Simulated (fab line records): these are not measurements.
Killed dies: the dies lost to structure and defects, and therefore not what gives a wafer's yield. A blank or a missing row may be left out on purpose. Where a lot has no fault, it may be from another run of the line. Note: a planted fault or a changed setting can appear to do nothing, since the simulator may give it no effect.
Which of the tools did it? -- flow berkeleyCmos170 -- 13 lots with 39 wafers sampled at 6 steps, on a route of 331 steps

== WHAT EACH GAUGE READ, for each wafer ==
UCB170_NWELL_THK_MEAS_05. Usual: for NWELL_NITRIDE_THK the level is 223.5 nm and the standard deviation is 2.2.
lot,measured,on,NWELL_NITRIDE_THK (nm),flag
L456,day 2 15:52,filmMetro-02,220.5 224.2 221.9,
L457,day 2 15:52,filmMetro-01,225.0 225.5 225.5,
L459,day 3 03:43,filmMetro-04,225.3 224.3 224.3,
L465,day 4 15:29,filmMetro-04,225.6 223.5 225.2,
L466,day 4 15:29,filmMetro-01,225.4 226.4 224.7,
L468,day 4 21:14,filmMetro-04,223.3 223.8 221.6,
L470,day 5 04:43,filmMetro-02,225.0 225.4 225.4,
L472,day 5 21:01,filmMetro-01,216.5 215.9 218.5,
L473,day 6 03:19,filmMetro-04,222.9 224.0 222.2,
L476,day 6 20:58,filmMetro-02,219.7 221.2 220.0,
L477,day 6 20:59,filmMetro-04,226.2 224.8 224.4,
L478,day 6 20:59,filmMetro-01,227.9 227.1 226.9,
L479,day 7 13:33,filmMetro-02,223.5 223.1 223.9,

UCB170_PFIELD_OVL_MEAS_06. Usual: for PFIELD_OVL the level is 2 nm and the standard deviation is 4.3.
lot,measured,on,PFIELD_OVL (nm),flag
L456,day 5 04:04,overlay-02,2 2 -3,
L457,day 5 04:13,overlay-02,-1 -1 5,
L459,day 5 13:59,overlay-02,- - -,OFF
L465,day 7 04:07,overlay-01,6 4 0,
L466,day 7 04:09,overlay-02,9 8 1,
L468,day 7 10:38,overlay-01,1 5 0,
L470,day 7 20:53,overlay-02,4 -3 12,
L472,day 8 14:19,overlay-01,5 7 2,
L473,day 8 21:50,overlay-02,6 5 6,
L476,day 9 08:44,overlay-02,2 5 -3,
L477,day 9 08:28,overlay-01,-1 1 5,
L478,day 9 08:59,overlay-02,-3 -5 -6,
L479,day 10 09:37,overlay-02,7 6 10,

UCB170_PFIELD_TW_MEAS_09. Usual: for PFIELD_TW the level is 606 and the standard deviation is 6.
lot,measured,on,PFIELD_TW,flag
L456,day 5 04:21,filmMetro-02,611 609 611,
L457,day 5 04:31,filmMetro-01,603 601 602,
L459,day 5 14:16,filmMetro-02,30 30 30,OFF
L465,day 7 04:24,filmMetro-04,610 615 613,
L466,day 7 04:26,filmMetro-01,598 597 599,
L468,day 7 10:56,filmMetro-01,598 598 600,
L470,day 7 21:10,filmMetro-04,614 614 612,
L472,day 8 14:37,filmMetro-04,612 610 609,
L473,day 8 22:08,filmMetro-01,598 598 600,
L476,day 9 09:01,filmMetro-04,611 609 613,
L477,day 9 08:45,filmMetro-02,607 607 612,
L478,day 9 09:17,filmMetro-02,609 607 606,
L479,day 10 09:55,filmMetro-02,604 605 605,

== EACH LOT AND THE TOOL THAT RAN IT (in order: tool; ch and the chambers of the sampled wafers; start) ==
lot,UCB170_PWELL_ETCH_14,UCB170_ACTIVE_ETCH_15,UCB170_PFIELD_EXPOSE_03
L456,"rieDiel-03 ch 0,1, day 3 14:16","rieDiel-01 ch 0,3, day 5 01:33","krfScanner-02 ch 0, day 5 03:10"
L457,"rieDiel-04 ch 0,2, day 3 14:19","rieDiel-02 ch 1,2,3, day 5 00:55","krfScanner-01 ch 0, day 5 03:26"
L459,"rieDiel-03 ch 0,3, day 4 05:25","rieDiel-03 ch 0,2, day 5 11:23","krfScanner-01 ch 0, day 5 12:52"
L465,"rieDiel-04 ch 1,2, day 5 13:02","rieDiel-01 ch 1,3, day 7 00:43","krfScanner-01 ch 0, day 7 03:26"
L466,"rieDiel-01 ch 0,2,3, day 5 13:20","rieDiel-03 ch 1,2,3, day 7 00:52","krfScanner-01 ch 0, day 7 03:34"
L468,"rieDiel-01 ch 2,3, day 5 19:27","rieDiel-02 ch 0,3, day 7 09:04","krfScanner-01 ch 0, day 7 10:17"
L470,"rieDiel-03 ch 1,2, day 6 04:14","rieDiel-02 ch 1,3, day 7 19:29","krfScanner-01 ch 0, day 7 20:29"
L472,"rieDiel-03 ch 0,2, day 6 19:50","rieDiel-02 ch 0,3, day 8 10:56","krfScanner-02 ch 0, day 8 13:56"
L473,"rieDiel-03 ch 0,2,3, day 7 02:53","rieDiel-03 ch 0,1,3, day 8 20:17","krfScanner-02 ch 0, day 8 21:27"
L476,"rieDiel-04 ch 0,1,3, day 7 21:00","rieDiel-01 ch 1,2, day 9 07:05","krfScanner-02 ch 0, day 9 08:19"
L477,"rieDiel-03 ch 0,1,3, day 7 21:17","rieDiel-02 ch 0,1,3, day 9 06:51","krfScanner-01 ch 0, day 9 08:05"
L478,"rieDiel-04 ch 0,2,3, day 7 21:27","rieDiel-03 ch 0,1, day 9 07:25","krfScanner-01 ch 0, day 9 08:38"
L479,"rieDiel-04 ch 0,3, day 8 13:08","rieDiel-01 ch 0,1, day 10 07:47","krfScanner-01 ch 0, day 10 08:51"
- UCB170_PWELL_ETCH_14: etches Si3N4 in CH3F/Ar/O2, stops on SiO2, target depth 242 nm, time 151 s.
- UCB170_ACTIVE_ETCH_15: etches Si3N4 in CH3F/Ar/O2, stops on SiO2, target depth 242 nm, time 151 s.
- UCB170_PFIELD_EXPOSE_03: exposes mask PFIELD, target cd 1500 nm.

== WHAT THE TOOLS THEMSELVES READ (means of the sampled wafers that have a number; where no wafer has one, the mark that the record gives instead) ==
UCB170_PWELL_ETCH_14. Usual: CH3F_flow_sccm 20.01 sccm, standard deviation 0.056; drypumpMotorCurrentA 5.8 A, standard deviation 0.5; oesProductAu 0.936 a.u., standard deviation 0.014; throttleValvePct 8.06 %, standard deviation 0.14.
lot,tool,CH3F_flow_sccm (sccm),drypumpMotorCurrentA (A),oesProductAu (a.u.),throttleValvePct (%),flag
L456,rieDiel-03,19.98,6.4,0.937,8.02,
L457,rieDiel-04,19.97,6.0,0.941,7.99,
L459,rieDiel-03,20.04,5.9,0.933,7.89,
L465,rieDiel-04,20.02,5.5,0.944,8.14,
L466,rieDiel-01,20.00,5.2,0.924,8.11,
L468,rieDiel-01,19.95,5.2,0.939,8.22,
L470,rieDiel-03,19.98,6.3,0.950,8.07,
L472,rieDiel-03,19.97,5.9,0.941,7.99,
L473,rieDiel-03,20.00,5.9,0.942,7.97,
L476,rieDiel-04,20.05,5.7,0.936,8.19,
L477,rieDiel-03,19.96,6.2,0.929,7.94,
L478,rieDiel-04,20.00,5.8,0.932,8.09,
L479,rieDiel-04,20.04,5.7,0.918,8.20,

UCB170_ACTIVE_ETCH_15. Usual: CH3F_flow_sccm 20.00 sccm, standard deviation 0.059; drypumpMotorCurrentA 5.8 A, standard deviation 0.55; oesProductAu 0.938 a.u., standard deviation 0.01; throttleValvePct 8.05 %, standard deviation 0.11.
lot,tool,CH3F_flow_sccm (sccm),drypumpMotorCurrentA (A),oesProductAu (a.u.),throttleValvePct (%),flag
L456,rieDiel-01,19.97,5.3,0.929,8.12,
L457,rieDiel-02,20.03,5.7,0.934,8.07,
L459,rieDiel-03,19.97,5.9,0.943,8.04,
L465,rieDiel-01,19.98,5.7,0.921,8.06,
L466,rieDiel-03,19.93,6.3,0.940,7.99,
L468,rieDiel-02,20.02,6.2,0.932,8.03,
L470,rieDiel-02,19.99,5.8,0.941,8.02,
L472,rieDiel-02,19.98,6.5,0.952,8.08,
L473,rieDiel-03,20.02,6.2,0.945,7.94,
L476,rieDiel-01,20.04,5.5,0.931,8.05,
L477,rieDiel-02,20.01,6.1,0.946,8.08,
L478,rieDiel-03,20.05,6.4,0.942,8.01,
L479,rieDiel-01,19.99,5.5,0.921,7.94,

UCB170_PFIELD_EXPOSE_03. Usual: exposureDoseMJCm2 reads 30.00 (standard deviation 0.032).
lot,tool,exposureDoseMJCm2,flag
L456,krfScanner-02,29.98,
L457,krfScanner-01,30.01,
L459,krfScanner-01,29.99,
L465,krfScanner-01,29.99,
L466,krfScanner-01,30.04,
L468,krfScanner-01,30.00,
L470,krfScanner-01,29.99,
L472,krfScanner-02,29.98,
L473,krfScanner-02,30.02,
L476,krfScanner-02,30.06,
L477,krfScanner-01,30.01,
L478,krfScanner-01,29.92,
L479,krfScanner-01,29.98,

== THE ANSWER, worked out from the rows above alone ==
Rule: take the mean of a lot's wafers that have a number; if it is more than 3 standard deviations from the usual mean, the lot is off. A lot without any number at a reading at which 4 lots or more have one is off too. All remaining lots with rows at the step are treated as sound. After the gauges, taken in route order, come the tools' own readings; for these a lot's mean is taken, as printed above. The first step at which some lot is off is used, and at that step the reading that is off furthest; a lot without a number counts as furthest.
Off: at UCB170_PFIELD_OVL_MEAS_06 (PFIELD_OVL), L459. Without a number there: L459.
If a tool, at a process step before that reading, ran all the lots that are off and no sound lot after the first of them, it fits. Not tried: the gauges at UCB170_PFIELD_OVL_MEAS_06; whatever is off there is also off at UCB170_PFIELD_TW_MEAS_09, on other tools, and gauge error can't account for it. Of those tried, none fits.

== WHAT THE SIMULATOR HAD INSERTED ==
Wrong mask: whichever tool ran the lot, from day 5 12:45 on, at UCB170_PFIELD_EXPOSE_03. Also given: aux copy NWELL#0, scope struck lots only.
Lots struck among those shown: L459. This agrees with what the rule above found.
